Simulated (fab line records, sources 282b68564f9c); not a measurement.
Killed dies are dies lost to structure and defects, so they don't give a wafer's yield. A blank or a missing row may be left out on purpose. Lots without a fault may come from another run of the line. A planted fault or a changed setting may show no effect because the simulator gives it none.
Which tool did it? | flow rit_cmos | 10 lots, 30 wafers sampled, at 2 steps of a route of 202

WHAT THE GAUGES READ, wafer by wafer
The record holds no reading of a measuring or inspecting step that can be judged against a usual standard deviation.

WHICH TOOL RAN EACH LOT (tool, then ch and the chambers of the sampled wafers, then the start)
lot  | RIT_CONTACT_CLEAN_14           | RIT_M1_PROBE_99
L891 | wet_bench-02 ch 3, day 3 13:46 | -
L892 | wet_bench-03 ch 0, day 3 14:40 | -
L893 | wet_bench-04 ch 1, day 3 20:08 | -
L894 | wet_bench-04 ch 1, day 3 22:04 | -
L903 | wet_bench-03 ch 0, day 5 16:27 | prober-02, day 5 21:31
L904 | wet_bench-04 ch 3, day 5 21:16 | -
L905 | wet_bench-04 ch 3, day 6 02:44 | -
L906 | wet_bench-02 ch 0, day 6 07:44 | -
L907 | wet_bench-03 ch 1, day 6 12:43 | -
L911 | wet_bench-02 ch 1, day 7 08:22 | -
- RIT_CONTACT_CLEAN_14: cleans in SC2, time 600 s.
- RIT_M1_PROBE_99

WHAT THE TOOLS THEMSELVES READ (means of the sampled wafers that have a number; where no wafer has one, the mark that the record gives instead)
RIT_CONTACT_CLEAN_14.
lot  | tool         | bath_heat_duty_pct (%) | temp_c (C)
L891 | wet_bench-02 | 18.2                   | 75.05
L892 | wet_bench-03 | 17.2                   | 75.01
L893 | wet_bench-04 | 18.6                   | 74.99
L894 | wet_bench-04 | 17.9                   | 74.79
L903 | wet_bench-03 | 17.1                   | 74.99
L904 | wet_bench-04 | 12.9                   | 74.95
L905 | wet_bench-04 | 13.8                   | 74.90
L906 | wet_bench-02 | 13.4                   | 74.92
L907 | wet_bench-03 | 14.2                   | 74.92
L911 | wet_bench-02 | 16.7                   | 74.93

RIT_M1_PROBE_99.
lot  | tool      | killed_at_M0_to_M3 | killed_at_contacts | killed_at_front_end | killed_dies | killed_open | killed_short
L903 | prober-02 | 0.0                | 33.7               | 4                   | 38          | 2.0         | 2.3

THE ANSWER, worked out from the rows above alone
Rule: what is usual is taken from the lots themselves. Put in order of their means at a reading, lots are off if they are a third of the lots or fewer, leave a main group of 4 or more, and stand apart from it by a gap of 3 or more times the standard deviation of the main group's means; of several such gaps the widest counts. A main group whose means are all the same, to the digits that the tables above print for the reading, isn't used. A lot without any number at a reading at which 4 lots or more have one is off too. The other lots that the step has rows for count as sound. The gauges are gone through in route order, then the tools' own readings, and for those a lot's mean is taken as printed above. The first step at which some lot is off is used, and at that step the reading that is off furthest; a lot without a number counts as furthest.
No lot is off at any reading shown: from this, nothing can be told.

WHAT THE SIMULATOR HAD PUT IN
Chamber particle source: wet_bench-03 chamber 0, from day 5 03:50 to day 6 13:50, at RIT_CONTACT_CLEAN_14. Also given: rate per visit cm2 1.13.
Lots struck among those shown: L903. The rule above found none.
